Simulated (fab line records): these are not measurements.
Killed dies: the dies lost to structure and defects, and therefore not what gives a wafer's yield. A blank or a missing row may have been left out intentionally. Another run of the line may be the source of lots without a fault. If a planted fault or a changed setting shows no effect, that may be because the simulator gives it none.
The tool behind it: which one? || flow berkeley-cmos170 || 13 lots, 39 wafers sampled, at 5 steps of a route of 331

WHAT THE GAUGES SHOWED, per wafer
UCB170_NWELL_TW_MEAS_16.
{"lot": "L706", "measured": "day 2 11:01", "on": "film-metro-04", "NWELL_TW": "1250 1247 1251"}
{"lot": "L709", "measured": "day 2 19:46", "on": "film-metro-01", "NWELL_TW": "1239 1240 1242"}
{"lot": "L712", "measured": "day 3 15:27", "on": "film-metro-02", "NWELL_TW": "1217 1217 1221"}
{"lot": "L715", "measured": "day 4 05:23", "on": "film-metro-04", "NWELL_TW": "1248 1250 1246"}
{"lot": "L719", "measured": "day 5 02:43", "on": "film-metro-02", "NWELL_TW": "1244 1246 1240"}
{"lot": "L721", "measured": "day 5 13:31", "on": "film-metro-01", "NWELL_TW": "1237 1240 1238"}
{"lot": "L722", "measured": "day 6 01:01", "on": "film-metro-04", "NWELL_TW": "1236 1251 1239"}
{"lot": "L724", "measured": "day 6 06:32", "on": "film-metro-01", "NWELL_TW": "1246 1240 1240"}
{"lot": "L725", "measured": "day 6 13:30", "on": "film-metro-02", "NWELL_TW": "1246 1247 1249"}
{"lot": "L726", "measured": "day 6 13:13", "on": "film-metro-01", "NWELL_TW": "1231 1235 1234"}
{"lot": "L727", "measured": "day 7 00:42", "on": "film-metro-01", "NWELL_TW": "1247 1244 1259"}
{"lot": "L728", "measured": "day 7 01:07", "on": "film-metro-04", "NWELL_TW": "1247 1240 1245"}
{"lot": "L729", "measured": "day 7 09:07", "on": "film-metro-04", "NWELL_TW": "1244 1250 1244"}

UCB170_ACTIVE_THK_MEAS_03.
{"lot": "L706", "measured": "day 3 23:50", "on": "film-metro-03", "ACTIVE_OXIDE_THK (nm)": "26.3 26.1 26.2"}
{"lot": "L709", "measured": "day 4 10:29", "on": "film-metro-03", "ACTIVE_OXIDE_THK (nm)": "25.5 25.4 25.4"}
{"lot": "L712", "measured": "day 5 13:34", "on": "film-metro-03", "ACTIVE_OXIDE_THK (nm)": "26.3 26.4 26.8"}
{"lot": "L715", "measured": "day 6 00:26", "on": "film-metro-03", "ACTIVE_OXIDE_THK (nm)": "26.0 26.2 26.1"}
{"lot": "L719", "measured": "day 7 01:05", "on": "film-metro-02", "ACTIVE_OXIDE_THK (nm)": "26.2 26.4 26.1"}
{"lot": "L721", "measured": "day 7 09:35", "on": "film-metro-03", "ACTIVE_OXIDE_THK (nm)": "26.2 25.7 25.6"}
{"lot": "L722", "measured": "day 8 04:16", "on": "film-metro-03", "ACTIVE_OXIDE_THK (nm)": "26.5 26.4 26.2"}
{"lot": "L724", "measured": "day 7 22:55", "on": "film-metro-02", "ACTIVE_OXIDE_THK (nm)": "27.2 26.9 27.4"}
{"lot": "L725", "measured": "day 8 12:19", "on": "film-metro-03", "ACTIVE_OXIDE_THK (nm)": "26.9 27.1 27.1"}
{"lot": "L726", "measured": "day 8 12:19", "on": "film-metro-01", "ACTIVE_OXIDE_THK (nm)": "26.9 26.7 26.6"}
{"lot": "L727", "measured": "day 9 07:25", "on": "film-metro-01", "ACTIVE_OXIDE_THK (nm)": "26.6 26.4 26.7"}
{"lot": "L728", "measured": "day 9 07:31", "on": "film-metro-01", "ACTIVE_OXIDE_THK (nm)": "27.0 26.9 26.9"}
{"lot": "L729", "measured": "day 9 07:25", "on": "film-metro-03", "ACTIVE_OXIDE_THK (nm)": "26.6 26.5 26.4"}

UCB170_PLDD_CD_MEAS_06 targets a cd of 1200 nm.
{"lot": "L706", "measured": "day 6 22:42", "on": "cd-sem-01", "cd-nm (nm)": "1199.7 1199.9 1199.7"}
{"lot": "L709", "measured": "day 7 04:42", "on": "cd-sem-01", "cd-nm (nm)": "1200.0 1200.7 1199.6"}
{"lot": "L712", "measured": "day 8 09:32", "on": "cd-sem-01", "cd-nm (nm)": "1199.6 1199.1 1199.2"}
{"lot": "L715", "measured": "day 8 09:17", "on": "cd-sem-02", "cd-nm (nm)": "1199.8 1199.3 1199.0"}
{"lot": "L719", "measured": "day 10 00:16", "on": "cd-sem-02", "cd-nm (nm)": "1200.6 1200.1 1202.2"}
{"lot": "L721", "measured": "day 10 13:53", "on": "cd-sem-02", "cd-nm (nm)": "1199.9 1200.3 1199.2"}
{"lot": "L722", "measured": "day 10 22:24", "on": "cd-sem-01", "cd-nm (nm)": "1198.8 1199.8 1199.4"}
{"lot": "L724", "measured": "day 10 22:29", "on": "cd-sem-02", "cd-nm (nm)": "1197.8 1200.9 1198.1"}
{"lot": "L725", "measured": "day 11 14:53", "on": "cd-sem-01", "cd-nm (nm)": "1200.4 1200.3 1200.8"}
{"lot": "L726", "measured": "day 11 15:11", "on": "cd-sem-02", "cd-nm (nm)": "1200.3 1199.0 1199.2"}
{"lot": "L727", "measured": "day 12 04:56", "on": "cd-sem-01", "cd-nm (nm)": "1200.7 1201.8 1201.3"}
{"lot": "L728", "measured": "day 12 04:44", "on": "cd-sem-02", "cd-nm (nm)": "1199.3 1198.3 1200.0"}
{"lot": "L729", "measured": "day 12 04:26", "on": "cd-sem-01", "cd-nm (nm)": "1200.4 1200.8 1200.5"}

TOOL THAT RAN EACH LOT (tool first, then ch and the chambers of the sampled wafers, then the start)
{"lot": "L706", "UCB170_ZERO_STRIP_07": "plasma-asher-01 ch 0,1, day 1 21:50", "UCB170_NWELL_IMPLANT_14": "implanter-04 ch 0, day 2 10:46"}
{"lot": "L709", "UCB170_ZERO_STRIP_07": "plasma-asher-02 ch 0,1, day 2 10:13", "UCB170_NWELL_IMPLANT_14": "implanter-01 ch 0, day 2 19:31"}
{"lot": "L712", "UCB170_ZERO_STRIP_07": "plasma-asher-02 ch 0,1, day 3 01:49", "UCB170_NWELL_IMPLANT_14": "implanter-04 ch 0, day 3 15:12"}
{"lot": "L715", "UCB170_ZERO_STRIP_07": "plasma-asher-04 ch 0,1, day 3 14:11", "UCB170_NWELL_IMPLANT_14": "implanter-01 ch 0, day 4 05:09"}
{"lot": "L719", "UCB170_ZERO_STRIP_07": "plasma-asher-02 ch 0,1, day 4 15:31", "UCB170_NWELL_IMPLANT_14": "implanter-02 ch 0, day 5 02:30"}
{"lot": "L721", "UCB170_ZERO_STRIP_07": "plasma-asher-02 ch 0,1, day 5 01:20", "UCB170_NWELL_IMPLANT_14": "implanter-02 ch 0, day 5 13:16"}
{"lot": "L722", "UCB170_ZERO_STRIP_07": "plasma-asher-02 ch 0,1, day 5 07:27", "UCB170_NWELL_IMPLANT_14": "implanter-02 ch 0, day 6 00:46"}
{"lot": "L724", "UCB170_ZERO_STRIP_07": "plasma-asher-02 ch 0,1, day 5 15:17", "UCB170_NWELL_IMPLANT_14": "implanter-01 ch 0, day 6 06:17"}
{"lot": "L725", "UCB170_ZERO_STRIP_07": "plasma-asher-01 ch 0,1, day 5 23:04", "UCB170_NWELL_IMPLANT_14": "implanter-01 ch 0, day 6 13:15"}
{"lot": "L726", "UCB170_ZERO_STRIP_07": "plasma-asher-04 ch 0,1, day 5 23:23", "UCB170_NWELL_IMPLANT_14": "implanter-02 ch 0, day 6 12:58"}
{"lot": "L727", "UCB170_ZERO_STRIP_07": "plasma-asher-01 ch 0,1, day 6 06:26", "UCB170_NWELL_IMPLANT_14": "implanter-04 ch 0, day 7 00:27"}
{"lot": "L728", "UCB170_ZERO_STRIP_07": "plasma-asher-02 ch 0,1, day 6 11:46", "UCB170_NWELL_IMPLANT_14": "implanter-02 ch 0, day 7 00:55"}
{"lot": "L729", "UCB170_ZERO_STRIP_07": "plasma-asher-02 ch 0,1, day 6 17:22", "UCB170_NWELL_IMPLANT_14": "implanter-01 ch 0, day 7 08:52"}
- UCB170_ZERO_STRIP_07: strips in O2.
- UCB170_NWELL_IMPLANT_14

AS READ BY THE TOOLS THEMSELVES (means over the sampled wafers that have a number; for cases with no such wafer, the mark the record gives instead)
UCB170_ZERO_STRIP_07.
{"lot": "L706", "tool": "plasma-asher-01", "drypump-motor-current-A (A)": 5.4, "oes-product-au (a.u.)": 0.729, "strip-time-to-endpoint-s (s)": 21.53}
{"lot": "L709", "tool": "plasma-asher-02", "drypump-motor-current-A (A)": 6.0, "oes-product-au (a.u.)": 0.723, "strip-time-to-endpoint-s (s)": 21.50}
{"lot": "L712", "tool": "plasma-asher-02", "drypump-motor-current-A (A)": 5.7, "oes-product-au (a.u.)": 0.723, "strip-time-to-endpoint-s (s)": 21.51}
{"lot": "L715", "tool": "plasma-asher-04", "drypump-motor-current-A (A)": 5.8, "oes-product-au (a.u.)": 0.726, "strip-time-to-endpoint-s (s)": 21.55}
{"lot": "L719", "tool": "plasma-asher-02", "drypump-motor-current-A (A)": 6.0, "oes-product-au (a.u.)": 0.724, "strip-time-to-endpoint-s (s)": 21.58}
{"lot": "L721", "tool": "plasma-asher-02", "drypump-motor-current-A (A)": 5.7, "oes-product-au (a.u.)": 0.728, "strip-time-to-endpoint-s (s)": 21.56}
{"lot": "L722", "tool": "plasma-asher-02", "drypump-motor-current-A (A)": 5.7, "oes-product-au (a.u.)": 0.729, "strip-time-to-endpoint-s (s)": 21.47}
{"lot": "L724", "tool": "plasma-asher-02", "drypump-motor-current-A (A)": 5.7, "oes-product-au (a.u.)": 0.726, "strip-time-to-endpoint-s (s)": 21.49}
{"lot": "L725", "tool": "plasma-asher-01", "drypump-motor-current-A (A)": 5.2, "oes-product-au (a.u.)": 0.725, "strip-time-to-endpoint-s (s)": 21.41}
{"lot": "L726", "tool": "plasma-asher-04", "drypump-motor-current-A (A)": 5.8, "oes-product-au (a.u.)": 0.734, "strip-time-to-endpoint-s (s)": 21.54}
{"lot": "L727", "tool": "plasma-asher-01", "drypump-motor-current-A (A)": 5.4, "oes-product-au (a.u.)": 0.732, "strip-time-to-endpoint-s (s)": 21.35}
{"lot": "L728", "tool": "plasma-asher-02", "drypump-motor-current-A (A)": 6.0, "oes-product-au (a.u.)": 0.728, "strip-time-to-endpoint-s (s)": 21.46}
{"lot": "L729", "tool": "plasma-asher-02", "drypump-motor-current-A (A)": 5.7, "oes-product-au (a.u.)": 0.726, "strip-time-to-endpoint-s (s)": 21.45}

UCB170_NWELL_IMPLANT_14.
{"lot": "L706", "tool": "implanter-04", "tilt-deg (degrees)": 7.030}
{"lot": "L709", "tool": "implanter-01", "tilt-deg (degrees)": 7.008}
{"lot": "L712", "tool": "implanter-04", "tilt-deg (degrees)": 6.982}
{"lot": "L715", "tool": "implanter-01", "tilt-deg (degrees)": 7.002}
{"lot": "L719", "tool": "implanter-02", "tilt-deg (degrees)": 7.001}
{"lot": "L721", "tool": "implanter-02", "tilt-deg (degrees)": 7.005}
{"lot": "L722", "tool": "implanter-02", "tilt-deg (degrees)": 6.983}
{"lot": "L724", "tool": "implanter-01", "tilt-deg (degrees)": 7.003}
{"lot": "L725", "tool": "implanter-01", "tilt-deg (degrees)": 7.022}
{"lot": "L726", "tool": "implanter-02", "tilt-deg (degrees)": 6.990}
{"lot": "L727", "tool": "implanter-04", "tilt-deg (degrees)": 6.999}
{"lot": "L728", "tool": "implanter-02", "tilt-deg (degrees)": 7.009}
{"lot": "L729", "tool": "implanter-01", "tilt-deg (degrees)": 6.997}

THE ANSWER, worked out from the rows above alone
Rule: the lots themselves supply what counts as usual. Put in order of their means at a reading, lots are off if they are a third of the lots or fewer, leave a main group of 4 or more, and stand apart from it by a gap of 3 or more times the standard deviation of the main group's means; of several such gaps the widest counts. Not used: any main group whose means are identical at the precision the tables above print for the reading. Also off: a lot with no number at a reading for which 4 or more lots have one. All remaining lots with rows at the step are treated as sound. After the gauges, taken in route order, come the tools' own readings; for these a lot's mean is taken, as printed above. The first step at which some lot is off is used, and at that step the reading that is off furthest; a lot without a number counts as furthest.
Off: at UCB170_NWELL_TW_MEAS_16 (NWELL_TW), L712. Mean 1244 and standard deviation 4.7 in the main group.
If a tool, at a process step before that reading, ran all the lots that are off and no sound lot after the first of them, it fits. Those tools and the gauges at UCB170_NWELL_TW_MEAS_16 are tried in the same way. Not one of the candidates tried fits.

WHAT THE SIMULATOR PUT IN
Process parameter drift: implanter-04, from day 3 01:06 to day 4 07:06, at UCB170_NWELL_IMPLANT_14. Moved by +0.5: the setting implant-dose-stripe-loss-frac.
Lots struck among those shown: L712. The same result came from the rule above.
